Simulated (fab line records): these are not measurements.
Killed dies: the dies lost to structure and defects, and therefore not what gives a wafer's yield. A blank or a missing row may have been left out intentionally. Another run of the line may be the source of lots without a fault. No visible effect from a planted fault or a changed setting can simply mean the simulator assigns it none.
Struck lot and sound lot, side by side | flow berkeleyCmos170 | 44 steps out of a route of 331
Sound: these wafers, L198.1, L198.4, L198.5. Wafers L200.1, L200.4, L200.6 were the ones struck. At the end, the cause is stated.
Per side, at each step with rows, come the tool, then ch with its chambers, and then its first start. Under that, the readings that differ: sound wafers | struck wafers | difference of the means | sigmas: that difference in standard deviations of wafers without a fault.
alike: readings whose means differ by less than 2 such deviations, and words and numbers that are the same on both sides. not compared: withheld readings, readings that some wafer has no value for, bounds like >300 that may hide the same value, and numbers for which the record gives no deviation and whose values overlap.
A row with sigmas, a row that says differs or no value, or rows on one side alone: a step with any of these is where the two part. Numbers that don't overlap but have no deviation are shown without sigmas and don't part them. A reading missing from all wafers of one side parts the sides only when that side holds two or more wafers.

first, 7 steps without rows for these wafers: UCB170_ACTIVE_CLEAN_17 (cleans in SPM, time 600 s); UCB170_PFIELD_HMDS_00 (prime time 60 s); UCB170_PFIELD_COAT_01 (resist thk 900 nm); UCB170_PFIELD_SOFTBAKE_02 (time 60 s); UCB170_PFIELD_EXPOSE_03 (exposes mask PFIELD, target cd 1500 nm); UCB170_PFIELD_PEB_04; UCB170_PFIELD_DEVELOP_05 (develop time 45 s).
UCB170_PFIELD_OVL_MEAS_06:
  sound on overlay-01 at day 7 06:05; struck on overlay-02 at day 7 16:07
  alike: PFIELD_OVL
after that, 1 step had no rows for these wafers: UCB170_PFIELD_IMPLANT_07.
UCB170_PFIELD_STRIP_08: strips in O2.
  sound on plasmaAsher-01 ch 0,1, day 7 06:16; struck on plasmaAsher-01 ch 0,1, day 7 16:18
  alike: drypumpMotorCurrentA, oesProductAu, stripTimeToEndpointS
  not compared: rfHoursCounterH
UCB170_PFIELD_TW_MEAS_09:
  sound on filmMetro-02 at day 7 06:22; struck on filmMetro-04 at day 7 16:24
reading   | sound       | struck      | difference | sigmas
PFIELD_TW | 590 590 592 | 603 605 602 | +13        | +2
then, 1 step without rows for these wafers: UCB170_FIELD_CLEAN_00 (cleans in dHF, time 7.5 s).
UCB170_FIELD_OXIDATION_01: target thk 558.3 nm, ox time 7200 s.
  sound on furnace-02 ch 0, day 7 09:46; struck on furnace-04 ch 0, day 7 18:41
reading                                     | sound             | struck          | difference | sigmas
zonePowerLoadPct (%)                        | 39 39 40          | 30 30 30        | -9         | -2
model.SiO2_of_FIELD_OXIDATION_01.thkNm (nm) | 580.2 572.7 576.8 | 428 425.9 417.2 | -153       | 
UCB170_FIELD_THK_MEAS_02:
  sound on filmMetro-01 at day 7 12:46; struck on filmMetro-03 at day 7 21:45
reading              | sound       | struck      | difference | sigmas
FIELD_OXIDE_THK (nm) | 580 573 577 | 428 426 417 | -153       | -15
then, 3 steps without rows for these wafers: UCB170_FIELD_ANNEAL_03 (time 1200 s); UCB170_FIELD_WET_ETCH_04 (etches SiO2 in dHF, time 60 s); UCB170_FIELD_WET_ETCH_05 (etches Si3N4 in H3PO4, time 12600 s).
UCB170_FIELD_WET_ETCH_06: etches SiO2 in BOE, time 22 s.
  sound on wetBench-01 ch 3, day 7 18:01; struck on wetBench-03 ch 0, day 8 07:17
reading                                     | sound             | struck          | difference | sigmas
model.SiO2_of_FIELD_OXIDATION_01.thkNm (nm) | 462.7 455.7 459.6 | 312.1 310 300.9 | -151.7     | 
  alike: bathHeatDutyPct
UCB170_FIELD_THK_MEAS_90:
  sound on filmMetro-02 at day 7 18:02; struck on filmMetro-02 at day 8 07:17
reading                     | sound       | struck      | difference | sigmas
FIELD_OXIDE_LEFT_1_THK (nm) | 463 456 460 | 312 310 301 | -152       | -15
then, 2 steps without rows for these wafers: UCB170_SACOX_CLEAN_00 (cleans in dHF, time 7.5 s); UCB170_SACOX_OXIDATION_01 (target thk 14.4 nm, ox time 2400 s).
UCB170_SACOX_THK_MEAS_02:
  sound on filmMetro-01 at day 7 23:25; struck on filmMetro-01 at day 8 12:21
  alike: SACOX_OXIDE_THK
then, 2 steps without rows for these wafers: UCB170_SCREENOX_WET_ETCH_00 (etches SiO2 in dHF, time 200 s); UCB170_SCREENOX_OXIDATION_01 (target thk 14.4 nm, ox time 2400 s).
UCB170_SCREENOX_THK_MEAS_02:
  sound on filmMetro-03 at day 8 06:36; struck on filmMetro-03 at day 8 18:35
  alike: SCREENOX_OXIDE_THK
then, 7 steps without rows for these wafers: UCB170_SCREENOX_ANNEAL_03 (time 900 s); UCB170_NVT_HMDS_00 (prime time 60 s); UCB170_NVT_COAT_01 (resist thk 900 nm); UCB170_NVT_SOFTBAKE_02 (time 60 s); UCB170_NVT_EXPOSE_03 (exposes mask PWELL, target cd 3000 nm); UCB170_NVT_PEB_04; UCB170_NVT_DEVELOP_05 (develop time 45 s).
UCB170_NVT_OVL_MEAS_06:
  sound on overlay-02 at day 8 12:30; struck on overlay-01 at day 9 02:24
  alike: NVT_OVL
after that, 1 step had no rows for these wafers: UCB170_NVT_IMPLANT_07.
UCB170_NVT_STRIP_08: strips in O2.
  sound on plasmaAsher-03 ch 0,1, day 8 12:41; struck on plasmaAsher-02 ch 0,1, day 9 02:35
  alike: drypumpMotorCurrentA, oesProductAu, stripTimeToEndpointS
  not compared: rfHoursCounterH
UCB170_NVT_TW_MEAS_09:
  sound on filmMetro-01 at day 8 12:47; struck on filmMetro-01 at day 9 02:41
  alike: NVT_TW
then, 6 steps without rows for these wafers: UCB170_NVT_CLEAN_10 (cleans in SPM, time 600 s); UCB170_PVT_HMDS_00 (prime time 60 s); UCB170_PVT_COAT_01 (resist thk 900 nm); UCB170_PVT_SOFTBAKE_02 (time 58.65 s); UCB170_PVT_EXPOSE_03 (exposes mask NWELL, target cd 3000 nm); UCB170_PVT_PEB_04.
UCB170_FIELD_THK_MEAS_91:
  sound on filmMetro-02 at day 8 15:11; struck on filmMetro-03 at day 9 04:29
reading                     | sound       | struck      | difference | sigmas
FIELD_OXIDE_LEFT_2_THK (nm) | 374 367 371 | 224 221 213 | -151       | -15
UCB170_M3_PROBE_99:
  rows exist in the record for the sound wafers here (prober-01, day 11 00:39), none for the struck ones

## WHERE THEY PART
Earliest at UCB170_PFIELD_TW_MEAS_09; latest, in this record, at UCB170_M3_PROBE_99.

WHY: the cause the simulator had injected
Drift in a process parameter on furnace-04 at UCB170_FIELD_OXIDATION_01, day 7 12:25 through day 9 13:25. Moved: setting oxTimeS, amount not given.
